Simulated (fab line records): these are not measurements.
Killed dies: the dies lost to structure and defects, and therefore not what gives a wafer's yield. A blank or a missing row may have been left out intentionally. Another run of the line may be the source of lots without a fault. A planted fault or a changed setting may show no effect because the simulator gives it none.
fab line records	flow rit-cmos
record: lots: 6	wafers: 18	last-day: 6
route steps=202 shown GATE@89 REOX@98 NLDD@103 PLDD@114 SPACER@125 M1@202
lots with no fault: from the same line, run without faults
start-h: hours from the record's opening day to when the first of the lot's shown wafers began	wait-h: hours from the lot's prior step to this one	" repeats the value in the row above	L1.1+2: one row covering several wafers at once	- value missing, or start not given	* or withheld: withheld	< > ~ a bound
route shown NAME@n: a module of which the file shows steps, and the number in the route of the first	usual: mean and standard deviation over wafers with no fault	same: alike in all rows	chamber/n: place in a boat	sites: the reading at each site	_std_site: the values' standard deviation	_edge_site: inner sites' mean taken away from outer sites' mean	radius-mm: how far each site lies from the wafer's centre	mask NAME#n: copy n	behind: the most recent tool/chamber to have shaped the wafer	hold: what put the lot on hold/how long, in hours/how the hold closed	device: whichever transistor did not switch (one of n, p or np)	end of line: tests of these same wafers at the route's end	a step given without rows: its recipe and nothing more	killed: at the first sort, the dies lost to defects and structure; wafer yield is something else	map: a wafer's dies, marking killed ones x, the rest . and places with no die _
set.NAME: the run value of the setting; set.NAME@STEP: its run value at that earlier step	model.NAME: the simulator's own value behind a step, which no gauge read
lots at selected steps of the route; one table per step, one row per wafer
services: the hour from which a tool's chamber was out of use, counted from the record's first day as start-h (under 0 if before that day), plus the number of hours and why
== steps ==
step: RIT_GATE_EXPOSE_13
recipe: mask-id: M6	na: 0.6	source-shape: conventional	sigma-outer: 0.6	target-cd-nm: 150	dose-mj: 376.2
step: RIT_GATE_PEB_14
recipe: resist: NOVOLAK	temp-c: withheld	time-s: withheld
step: RIT_GATE_DEVELOP_15
recipe: resist: NOVOLAK	develop-time-s: 50	dev-temp-c: 23
step: RIT_GATE_CD_MEAS_16
recipe: target-cd-nm: 150
usual: cd-nm: 150.6/2.6
lot.wafer	tool	chamber	start-h	wait-h	cd-nm
L983.1	cd-sem-02	-	43.74	-	151.5
L983.4	"	-	"	"	151.2
L983.6	"	-	"	"	150.7
L984.2	cd-sem-01	-	46.67	-	147.8
L984.5	"	-	"	"	144.2
L984.6	"	-	"	"	150.0
L998.2	cd-sem-02	-	116.41	-	155.9
L998.3	"	-	"	"	154.0
L998.4	"	-	"	"	156.7
L999.1	cd-sem-02	-	122.57	-	149.2
L999.4	"	-	"	"	149.5
L999.6	"	-	"	"	150.9
L100.1	cd-sem-02	-	127.59	-	150.0
L100.5	"	-	"	"	147.8
L100.6	"	-	"	"	149.4
L101.4	cd-sem-02	-	131.89	-	151.3
L101.5	"	-	"	"	153.3
L101.6	"	-	"	"	153.9
step: RIT_GATE_OVL_MEAS_17
usual: GATE_OVL: -0.1/1.3
lot.wafer	tool	chamber	start-h	wait-h	GATE_OVL[nm]
L983.1	overlay-02	-	43.86	0.1	1.0
L983.4	"	-	"	"	-0.8
L983.6	"	-	"	"	-1.1
L984.2	overlay-02	-	46.78	0.1	-0.1
L984.5	"	-	"	"	-1.9
L984.6	"	-	"	"	-0.1
L998.2	overlay-02	-	116.51	0.1	0.2
L998.3	"	-	"	"	-2.0
L998.4	"	-	"	"	-0.1
L999.1	overlay-02	-	122.69	0.1	-1.6
L999.4	"	-	"	"	-2.9
L999.6	"	-	"	"	-1.9
L100.1	overlay-02	-	127.71	0.1	-0.5
L100.5	"	-	"	"	0.0
L100.6	"	-	"	"	0.7
L101.4	overlay-01	-	131.97	0.1	-1.7
L101.5	"	-	"	"	1.6
L101.6	"	-	"	"	0.4
step: RIT_GATE_HARDBAKE_18
recipe: resist: NOVOLAK	temp-c: 140	time-s: 60
step: RIT_GATE_ETCH_19
recipe: chemistry: SF6/CHF3/O2	time-s: 165	SF6_flow_sccm: 30	CHF3_flow_sccm: 30	O2_flow_sccm: 5	target: poly-Si	pressure-mtorr: 40	rf-w: 160	target-depth-a: 3125	over-etch-frac: 0.25	stop-on: SiO2
usual: drypump-motor-current-A: 5.7/0.38	oes-product-au: 0.841/0.0086	rf-fwd-power-W: 159.3/0.52	throttle-valve-pct: 10.21/0.16
lot.wafer	tool	chamber	start-h	wait-h	drypump-motor-current-A	oes-product-au	rf-fwd-power-W	rf-hours-counter-h	throttle-valve-pct
L983.1	rie-si-01	1	44.04	0.1	5.7	0.849	160.1	127	10.11
L983.4	"	2	"	"	6.5	0.855	159.8	17	9.98
L983.6	"	1	"	"	5.7	0.847	159.9	-	10.10
L984.2	rie-si-02	1	46.96	0.1	5.3	0.848	158.5	79	10.34
L984.5	"	0	"	"	5.8	0.839	159.5	-	10.27
L984.6	"	1	"	"	5.3	0.846	158.7	-	10.33
L998.2	rie-si-02	1	116.69	0.1	5.3	0.828	159.1	80	10.32
L998.3	"	2	"	"	5.3	0.842	158.9	74	10.38
L998.4	"	3	"	"	5.6	0.836	158.9	19	10.47
L999.1	rie-si-01	3	122.88	0.1	5.9	0.829	159.3	0	10.20
L999.4	"	1	"	"	5.7	0.856	159.6	128	10.11
L999.6	"	1	"	"	5.7	0.852	159.9	-	10.11
L100.1	rie-si-02	0	127.90	0.1	5.9	0.837	158.9	141	10.27
L100.5	"	1	"	"	5.3	0.829	159.0	-	10.33
L100.6	"	0	"	"	5.9	0.829	159.0	-	10.27
L101.4	rie-si-01	3	132.40	0.1	5.9	0.827	160.0	0	10.20
L101.5	"	3	"	"	5.9	0.818	159.4	-	10.18
L101.6	"	0	"	"	5.3	0.844	159.1	-	10.02
step: RIT_GATE_STRIP_20
recipe: chemistry: O2	time-s: 180	resist: NOVOLAK	platen-temp-c: withheld	power-w: 500	pressure-mtorr: 4000	o2-flow-sccm: 4000
usual: drypump-motor-current-A: 5.7/0.46
lot.wafer	tool	chamber	start-h	wait-h	drypump-motor-current-A	rf-hours-counter-h
L983.1	plasma-asher-03	1	44.15	0.1	5.5	39
L983.4	"	0	"	"	6.1	-
L983.6	"	0	"	"	6.1	-
L984.2	plasma-asher-01	1	47.06	0.1	6.3	38
L984.5	"	1	"	"	6.3	-
L984.6	"	0	"	"	5.6	-
L998.2	plasma-asher-01	0	116.80	0.1	5.5	46
L998.3	"	1	"	"	6.3	-
L998.4	"	0	"	"	5.6	-
L999.1	plasma-asher-01	1	122.99	0.1	6.4	47
L999.4	"	0	"	"	5.6	-
L999.6	"	0	"	"	5.6	-
L100.1	plasma-asher-01	1	128.00	0.1	6.3	47
L100.5	"	0	"	"	5.6	-
L100.6	"	1	"	"	6.3	-
L101.4	plasma-asher-01	1	132.56	0.1	6.3	-
L101.5	"	0	"	"	5.6	-
L101.6	"	1	"	"	6.3	-
step: RIT_GATE_CD_MEAS_90
recipe: target-cd-nm: 150
usual: cd-nm: 150.6/2.6
lot.wafer	tool	chamber	start-h	wait-h	cd-nm
L983.1	cd-sem-01	-	44.32	0.1	151.8
L983.4	"	-	"	"	151.6
L983.6	"	-	"	"	151.1
L984.2	cd-sem-01	-	47.26	0.1	148.3
L984.5	"	-	"	"	144.6
L984.6	"	-	"	"	150.2
L998.2	cd-sem-01	-	117.00	0.1	156.6
L998.3	"	-	"	"	154.3
L998.4	"	-	"	"	156.4
L999.1	cd-sem-01	-	123.16	0.1	149.1
L999.4	"	-	"	"	149.8
L999.6	"	-	"	"	150.7
L100.1	cd-sem-02	-	128.18	0.1	149.9
L100.5	"	-	"	"	147.5
L100.6	"	-	"	"	149.5
L101.4	cd-sem-01	-	132.74	0.1	151.9
L101.5	"	-	"	"	153.6
L101.6	"	-	"	"	153.8
step: RIT_REOX_CLEAN_00
recipe: chemistry: SC1	mix: 3:3:50	time-s: 572.6	temp-c: 75
step: RIT_REOX_CLEAN_01
recipe: chemistry: dHF	dilution: 50:1	time-s: 30
step: RIT_REOX_CLEAN_02
recipe: chemistry: SC2	mix: 3:3:50	time-s: 600	temp-c: 75	dry: n2-spin
step: RIT_REOX_OXIDATION_03
recipe: temp-c: 900	ambient: O2	target-thk-a: 252	ox-time-s: 5580
usual: ox-time-s: 5580/0	spike-tc-centre-C: 902.6/0.91
lot.wafer	tool	chamber	start-h	wait-h	ox-time-s	spike-tc-centre-C	model.SiO2_of_REOX_OXIDATION_03.thk-nm	model.poly-Si_of_GATE_CVD_08.thk-nm
L983.1	furnace-02	0	44.84	0.0	5580	902.7	24.23	234.9
L983.4	"	0	"	"	5580	902.7	24.33	234
L983.6	"	0	"	"	5580	902.4	24.29	233.7
L984.2	furnace-04	0	48.13	0.4	5580	903.8	24.61	237.9
L984.5	"	0	"	"	5580	901.8	24.66	234.1
L984.6	"	0	"	"	5580	903.4	25.01	238.8
L998.2	furnace-02	0	118.13	0.6	8091	904.2	32.87	228.3
L998.3	"	0	"	"	8091	902.7	32.74	229.7
L998.4	"	0	"	"	8091	902.1	32.92	230
L999.1	furnace-02	0	123.70	0.0	8091	902.2	32.23	230.2
L999.4	"	0	"	"	8091	902.2	32	230.4
L999.6	"	0	"	"	8091	901.6	31.92	230.3
L100.1	furnace-04	0	129.19	0.5	5580	902.9	24.66	230.8
L100.5	"	0	"	"	5580	903.6	24.8	230.4
L100.6	"	0	"	"	5580	902.0	24.39	228.8
L101.4	furnace-03	0	133.19	0.0	5580	900.4	25.37	231.5
L101.5	"	0	"	"	5580	902.9	25.35	230.7
L101.6	"	0	"	"	5580	902.9	25.04	229
step: RIT_REOX_THK_MEAS_04
recipe: reads: SiO2_of_REOX_OXIDATION_03
usual: REOX_OXIDE_THK: 25.1/0.4
lot.wafer	tool	chamber	start-h	wait-h	REOX_OXIDE_THK[nm]
L983.1	film-metro-01	-	47.39	0.0	24.2
L983.4	"	-	"	"	24.3
L983.6	"	-	"	"	24.3
L984.2	film-metro-02	-	50.69	0.0	24.7
L984.5	"	-	"	"	24.7
L984.6	"	-	"	"	25.0
L998.2	film-metro-01	-	120.69	0.0	32.9
L998.3	"	-	"	"	32.8
L998.4	"	-	"	"	33.0
L999.1	film-metro-01	-	126.25	0.0	32.2
L999.4	"	-	"	"	32.0
L999.6	"	-	"	"	31.9
L100.1	film-metro-03	-	131.74	0.0	24.6
L100.5	"	-	"	"	24.8
L100.6	"	-	"	"	24.3
L101.4	film-metro-02	-	135.77	0.0	25.4
L101.5	"	-	"	"	25.4
L101.6	"	-	"	"	25.1
step: RIT_NLDD_HMDS_00
recipe: prime-time-s: 60	prime-temp-c: 140
step: RIT_NLDD_COAT_01
recipe: resist: NOVOLAK	spin-rpm: 3250	resist-thk-nm: 1000
step: RIT_NLDD_SOFTBAKE_02
recipe: resist: NOVOLAK	temp-c: 90	time-s: 60
step: RIT_NLDD_EXPOSE_03
recipe: mask-id: M7	na: 0.57	target-cd-nm: 40700	dose-mj: 250
step: RIT_NLDD_PEB_04
recipe: resist: NOVOLAK	temp-c: withheld	time-s: withheld
step: RIT_NLDD_DEVELOP_05
recipe: resist: NOVOLAK	develop-time-s: 50	dev-temp-c: 23
step: RIT_NLDD_OVL_MEAS_06
usual: NLDD_OVL: 0.1/1.7
lot.wafer	tool	chamber	start-h	wait-h	NLDD_OVL[nm]
L983.1	overlay-02	-	48.30	-	1.4
L983.4	"	-	"	"	1.7
L983.6	"	-	"	"	-0.6
L984.2	overlay-01	-	51.67	-	-0.6
L984.5	"	-	"	"	-0.2
L984.6	"	-	"	"	-3.1
L998.2	overlay-02	-	121.85	-	0.2
L998.3	"	-	"	"	0.8
L998.4	"	-	"	"	-0.6
L999.1	overlay-01	-	127.19	-	4.1
L999.4	"	-	"	"	1.5
L999.6	"	-	"	"	2.5
L100.1	overlay-01	-	132.78	-	-3.7
L100.5	"	-	"	"	-0.3
L100.6	"	-	"	"	-2.8
L101.4	overlay-02	-	136.79	-	0.8
L101.5	"	-	"	"	-0.3
L101.6	"	-	"	"	0.0
step: RIT_NLDD_HARDBAKE_07
recipe: resist: NOVOLAK	temp-c: 140	time-s: 60
step: RIT_NLDD_IMPLANT_08
recipe: species: P	energy-kev: 19.79	dose-cm2: 5e+14	tilt-deg: 7
step: RIT_NLDD_STRIP_09
recipe: chemistry: O2	time-s: 180	resist: NOVOLAK	platen-temp-c: withheld	power-w: 500	pressure-mtorr: 4000	o2-flow-sccm: 4000
usual: drypump-motor-current-A: 5.86/0.29
lot.wafer	tool	chamber	start-h	wait-h	drypump-motor-current-A	rf-hours-counter-h
L983.1	plasma-asher-01	1	48.64	0.1	6.34	38
L983.4	"	0	"	"	5.56	-
L983.6	"	0	"	"	5.59	-
L984.2	plasma-asher-01	0	52.00	0.1	5.61	39
L984.5	"	0	"	"	5.60	-
L984.6	"	1	"	"	6.31	-
L998.2	plasma-asher-03	0	122.18	0.1	6.05	0
L998.3	"	0	"	"	6.06	-
L998.4	"	1	"	"	5.47	-
L999.1	plasma-asher-03	0	127.53	0.1	6.02	1
L999.4	"	0	"	"	6.06	-
L999.6	"	1	"	"	5.50	-
L100.1	plasma-asher-03	1	133.12	0.1	5.49	1
L100.5	"	0	"	"	6.05	-
L100.6	"	1	"	"	5.50	-
L101.4	plasma-asher-01	1	137.16	0.1	6.29	-
L101.5	"	0	"	"	5.59	-
L101.6	"	1	"	"	6.33	-
step: RIT_NLDD_TW_MEAS_10
usual: NLDD_TW: 2474/20
lot.wafer	tool	chamber	start-h	wait-h	NLDD_TW
L983.1	film-metro-03	-	48.81	0.1	2496
L983.4	"	-	"	"	2491
L983.6	"	-	"	"	2482
L984.2	film-metro-03	-	52.18	0.1	2494
L984.5	"	-	"	"	2487
L984.6	"	-	"	"	2494
L998.2	film-metro-04	-	122.36	0.1	2463
L998.3	"	-	"	"	2471
L998.4	"	-	"	"	2474
L999.1	film-metro-03	-	127.70	0.1	2495
L999.4	"	-	"	"	2487
L999.6	"	-	"	"	2492
L100.1	film-metro-02	-	133.29	0.1	2441
L100.5	"	-	"	"	2448
L100.6	"	-	"	"	2437
L101.4	film-metro-03	-	137.31	0.1	2499
L101.5	"	-	"	"	2489
L101.6	"	-	"	"	2488
step: RIT_PLDD_HMDS_00
recipe: prime-time-s: 60	prime-temp-c: 140
step: RIT_PLDD_COAT_01
recipe: resist: NOVOLAK	spin-rpm: 3250	resist-thk-nm: 1000
step: RIT_PLDD_SOFTBAKE_02
recipe: resist: NOVOLAK	temp-c: 90	time-s: 60
step: RIT_PLDD_EXPOSE_03
recipe: mask-id: M8	na: 0.57	target-cd-nm: 40900	dose-mj: 250
step: RIT_PLDD_PEB_04
recipe: resist: NOVOLAK	temp-c: withheld	time-s: withheld
step: RIT_PLDD_DEVELOP_05
recipe: resist: NOVOLAK	develop-time-s: 50	dev-temp-c: 23
step: RIT_PLDD_OVL_MEAS_06
usual: PLDD_OVL: -0.2/1.3
lot.wafer	tool	chamber	start-h	wait-h	PLDD_OVL[nm]
L983.1	overlay-01	-	49.85	-	-0.1
L983.4	"	-	"	"	0.3
L983.6	"	-	"	"	0.1
L984.2	overlay-02	-	53.09	-	-2.1
L984.5	"	-	"	"	-0.8
L984.6	"	-	"	"	-0.5
L998.2	overlay-02	-	123.27	-	0.9
L998.3	"	-	"	"	-1.3
L998.4	"	-	"	"	-2.2
L999.1	overlay-02	-	128.74	-	0.9
L999.4	"	-	"	"	1.2
L999.6	"	-	"	"	-0.2
L100.1	overlay-02	-	134.20	-	0.2
L100.5	"	-	"	"	-0.1
L100.6	"	-	"	"	-1.3
L101.4	overlay-02	-	138.21	-	-0.9
L101.5	"	-	"	"	-0.9
L101.6	"	-	"	"	-1.1
step: RIT_PLDD_HARDBAKE_07
recipe: resist: NOVOLAK	temp-c: 140	time-s: 60
step: RIT_PLDD_IMPLANT_08
recipe: species: BF2	energy-kev: 19.71	dose-cm2: 9e+14	tilt-deg: 7
step: RIT_PLDD_STRIP_09
recipe: chemistry: O2	time-s: 180	resist: NOVOLAK	platen-temp-c: withheld	power-w: 500	pressure-mtorr: 4000	o2-flow-sccm: 4000
usual: drypump-motor-current-A: 5.8/0.41
lot.wafer	tool	chamber	start-h	wait-h	drypump-motor-current-A	rf-hours-counter-h
L983.1	plasma-asher-01	1	50.18	0.1	6.3	39
L983.4	"	1	"	"	6.3	-
L983.6	"	0	"	"	5.6	-
L984.2	plasma-asher-02	0	53.42	0.1	5.9	28
L984.5	"	1	"	"	5.8	-
L984.6	"	0	"	"	5.9	-
L998.2	plasma-asher-02	0	123.60	0.1	6.0	35
L998.3	"	1	"	"	5.8	-
L998.4	"	0	"	"	6.0	-
L999.1	plasma-asher-01	0	129.07	0.1	5.6	47
L999.4	"	0	"	"	5.6	-
L999.6	"	0	"	"	5.6	-
L100.1	plasma-asher-04	1	134.54	0.1	4.9	49
L100.5	"	0	"	"	5.7	-
L100.6	"	1	"	"	4.9	-
L101.4	plasma-asher-01	0	138.59	0.1	5.6	-
L101.5	"	1	"	"	6.3	-
L101.6	"	0	"	"	5.6	-
step: RIT_PLDD_TW_MEAS_10
usual: PLDD_TW: 2325/20
lot.wafer	tool	chamber	start-h	wait-h	PLDD_TW
L983.1	film-metro-03	-	50.36	0.1	2332
L983.4	"	-	"	"	2335
L983.6	"	-	"	"	2356
L984.2	film-metro-03	-	53.61	0.1	2341
L984.5	"	-	"	"	2349
L984.6	"	-	"	"	2353
L998.2	film-metro-03	-	123.78	0.1	2344
L998.3	"	-	"	"	2349
L998.4	"	-	"	"	2365
L999.1	film-metro-02	-	129.25	0.1	2304
L999.4	"	-	"	"	2301
L999.6	"	-	"	"	2297
L100.1	film-metro-04	-	134.71	0.1	2329
L100.5	"	-	"	"	2313
L100.6	"	-	"	"	2336
L101.4	film-metro-02	-	138.73	0.1	2291
L101.5	"	-	"	"	2304
L101.6	"	-	"	"	2297
step: RIT_SPACER_CLEAN_00
recipe: chemistry: SC1	mix: 3:3:50	time-s: 600	temp-c: 75
lot.wafer	tool	chamber	start-h	wait-h	model.SiO2_of_REOX_OXIDATION_03.thk-nm
L983.1	wet-bench-04	2	50.42	0.1	22.36
L983.4	"	2	"	"	22.44
L983.6	"	2	"	"	22.41
L984.2	wet-bench-03	0	53.66	0.0	22.73
L984.5	"	0	"	"	22.79
L984.6	"	0	"	"	23.1
L998.2	wet-bench-04	1	123.83	0.0	30.29
L998.3	"	1	"	"	30.17
L998.4	"	1	"	"	30.34
L999.1	wet-bench-04	0	129.31	0.1	29.73
L999.4	"	0	"	"	29.52
L999.6	"	0	"	"	29.43
L100.1	wet-bench-04	3	134.77	0.1	22.76
L100.5	"	3	"	"	22.9
L100.6	"	3	"	"	22.51
L101.4	wet-bench-01	2	138.76	0.0	23.37
L101.5	"	2	"	"	23.34
L101.6	"	2	"	"	23.05
step: RIT_SPACER_CLEAN_01
recipe: chemistry: dHF	dilution: 50:1	time-s: 30
step: RIT_M1_PROBE_99
usual: killed_at_M0_to_M3: 0.0/0.18	killed-at-front-end: 6.6/3	killed-dies: 7/3	killed-open: 3.3/2	killed-short: 3.4/2
same: gross-dies: 264	killed_at_M4_up: 0	killed-at-back-side: 0	killed-at-contacts: 0	killed-at-other: 0
lot.wafer	tool	chamber	start-h	wait-h	killed_at_M0_to_M3	killed-at-front-end	killed-dies	killed-open	killed-short	model.etest.pmos-turned.r-on-ohm-um	model.etest.pmos_0p3.r-on-ohm-um	model.etest.pmos_0p15.r-on-ohm-um	model.etest.pldd.rs-ohm-sq	model.etest.nmos_0p15.r-on-ohm-um	model.etest.nmos_0p3.r-on-ohm-um	model.etest.pldd.line-ohm-um	model.etest.nldd.rs-ohm-sq
L983.1	prober-01	-	64.18	0.1	0	7	7	1	6	3414	6296	2770	491.7	1089	2104	156.4	349
L983.4	prober-01	-	64.33	0.2	0	6	6	4	2	3393	6208	2764	493.1	1100	2115	158.1	352.7
L983.6	prober-01	-	64.43	0.2	0	7	7	4	3	3416	6234	2737	493.9	1073	2103	155.9	348.7
L984.2	prober-01	-	67.67	0.1	0	4	4	1	3	3357	6186	2697	489	1123	2155	156.3	371.1
L984.5	prober-01	-	67.82	0.2	0	6	6	2	4	3269	6128	2608	491	1106	2159	153.3	371.3
L984.6	prober-01	-	67.87	0.2	0	6	6	4	1	3451	6273	2768	505.1	1104	2171	161.7	380.3
L998.2	prober-02	-	137.66	0.1	0	13	13	6	7	9068	7969	4488	1515	1585	2572	473.5	628.2
L998.3	prober-02	-	137.71	0.2	0	5	5	2	3	8672	7922	4369	1468	1569	2573	455	618.8
L998.4	prober-02	-	137.76	0.2	0	7	7	4	3	9132	7901	4461	1505	1586	2590	471.5	628.5
L999.1	prober-01	-	143.44	0.1	0	11	11	7	4	7630	7564	4088	1383	1524	2513	432.1	630.8
L999.4	prober-01	-	143.59	0.2	0	2	2	0	2	7253	7482	3973	1335	1466	2471	427.7	622.4
L999.6	prober-01	-	143.69	0.2	0	5	5	2	3	7054	7354	3938	1299	1496	2483	418	614.8
L100.1	prober-02	-	148.08	0.1	0	7	7	3	4	3422	6356	2797	493.4	1099	2144	157.8	362.9
L100.5	prober-02	-	148.28	0.2	0	7	7	3	4	3339	6286	2710	497.4	1076	2108	157.6	362.6
L100.6	prober-02	-	148.33	0.2	1	3	4	1	3	3314	6264	2702	478.6	1094	2107	152.1	357.7
killed by level:class
L983.1 SPACER:geometric-particle:short=2 FOX1:geometric-particle:short=1 FOX2:geometric-particle:open=1 GATE:geometric-particle:short=1 REOX:geometric-particle:short=1 SILICIDE:geometric-particle:short=1
L983.4 GATE:geometric-particle:open=2 REOX:geometric-particle:open=2 SPACER:geometric-particle:short=1 SILICIDE:geometric-particle:short=1
L983.6 FOX1:geometric-particle:open=1 GATE:geometric-particle:open=1 GATE:geometric-particle:short=1 REOX:geometric-particle:open=1 REOX:geometric-particle:short=1 SPACER:geometric-particle:open=1 SILICIDE:geometric-particle:short=1
L984.2 GATE:geometric-particle:short=2 FOX1:geometric-particle:short=1 SPACER:geometric-particle:open=1
L984.5 FOX1:geometric-particle:open=1 FOX2:geometric-particle:short=1 GATE:geometric-particle:open=1 REOX:geometric-particle:short=1 SPACER:geometric-particle:short=1 SILICIDE:geometric-particle:short=1
L984.6 SILICIDE:geometric-particle:open=2 GATE:geometric-particle:open=1 REOX:geometric-particle:open=1 SPACER:geometric-particle:short=1 NSD:coat-microbubble-printed=1
L998.2 GATE:geometric-particle:open=3 FOX1:geometric-particle:short=2 GATE:geometric-particle:short=2 SPACER:geometric-particle:open=2 SPACER:geometric-particle:short=2 SILICIDE:geometric-particle:short=1 SILICIDE:geometric-particle:open=1
L998.3 GATE:geometric-particle:short=3 GATE:geometric-particle:open=1 SILICIDE:geometric-particle:open=1
L998.4 GATE:geometric-particle:open=2 GATE:geometric-particle:short=2 FOX1:geometric-particle:open=1 SPACER:geometric-particle:short=1 SPACER:geometric-particle:open=1
L999.1 SPACER:geometric-particle:open=4 GATE:geometric-particle:open=3 GATE:geometric-particle:short=2 FOX1:geometric-particle:short=1 FOX2:geometric-particle:short=1
L999.4 FOX1:geometric-particle:short=2
L999.6 GATE:geometric-particle:short=2 GATE:geometric-particle:open=1 SPACER:geometric-particle:short=1 SILICIDE:geometric-particle:open=1
L100.1 FOX1:geometric-particle:short=2 SILICIDE:geometric-particle:open=2 FOX1:geometric-particle:open=1 REOX:geometric-particle:short=1 SPACER:geometric-particle:short=1
L100.5 ACTIVE:geometric-particle:open=1 FOX1:geometric-particle:short=1 FOX1:geometric-particle:open=1 FOX2:geometric-particle:open=1 GATE:geometric-particle:short=1 REOX:geometric-particle:short=1 SILICIDE:geometric-particle:short=1
L100.6 FOX1:geometric-particle:open=1 FOX2:geometric-particle:short=1 REOX:geometric-particle:short=1 M1:geometric-particle:short=1
== services ==
tool	chamber	start-h	hours	kind
furnace-02	-	41.91	2.7	pm
furnace-03	-	48.33	3.4	pm
rie-si-01	3	61.19	-	clean
rie-si-01	3	61.19	16.4	scheduled-down
rie-si-01	3	61.19	16.4	vent-cycle
wet-bench-04	-	87.11	3.1	repair
furnace-04	-	107.05	3.3	pm
rie-si-01	0	107.32	9.4	repair
plasma-asher-03	-	108.75	9.0	pm
plasma-asher-03	0	108.75	9.0	vent-cycle
plasma-asher-03	1	108.75	9.0	vent-cycle
plasma-asher-03	0	117.75	-	clean
plasma-asher-03	1	117.75	-	clean
== key ==
first-sign: step: RIT_REOX_OXIDATION_03	reading: ox-time-s	direction: up	sigmas: 99+	usual: *	struck: *
effect: step: RIT_REOX_THK_MEAS_04	reading: REOX_OXIDE_THK	direction: up	sigmas: 18	usual: 25.1	struck: 32.5
model-effect: step: RIT_REOX_OXIDATION_03	value: SiO2_of_REOX_OXIDATION_03.thk-nm	without: 25.34	struck: 32.45
model-effect: step: RIT_SPACER_CLEAN_00	value: SiO2_of_REOX_OXIDATION_03.thk-nm	without: 23.36	struck: 29.91
model-effect: step: RIT_M1_PROBE_99	value: etest.pmos-turned.r-on-ohm-um	without: 3551	struck: 8135
met-at RIT_REOX_OXIDATION_03
struck-wafers L998.2,L998.3,L998.4,L999.1,L999.4,L999.6
tester-left-out L998,L999
onset-between 44.84 118.13
fault: kind: process-parameter-drift	tool: furnace-02	chamber: -	onset-h: 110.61	steps: RIT_REOX_OXIDATION_03	channel: ox-time-s	offset: *	shape: step	end-h: 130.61	acts-in: *	stated: *
tester-left-out: of these lots the tester's yield and bins aren't shown, on N5 and GAA mostly nor the transistor test; their killed dies are dies lost to structure and defects alone, not to doping, threshold or leakage, so they don't give the yield
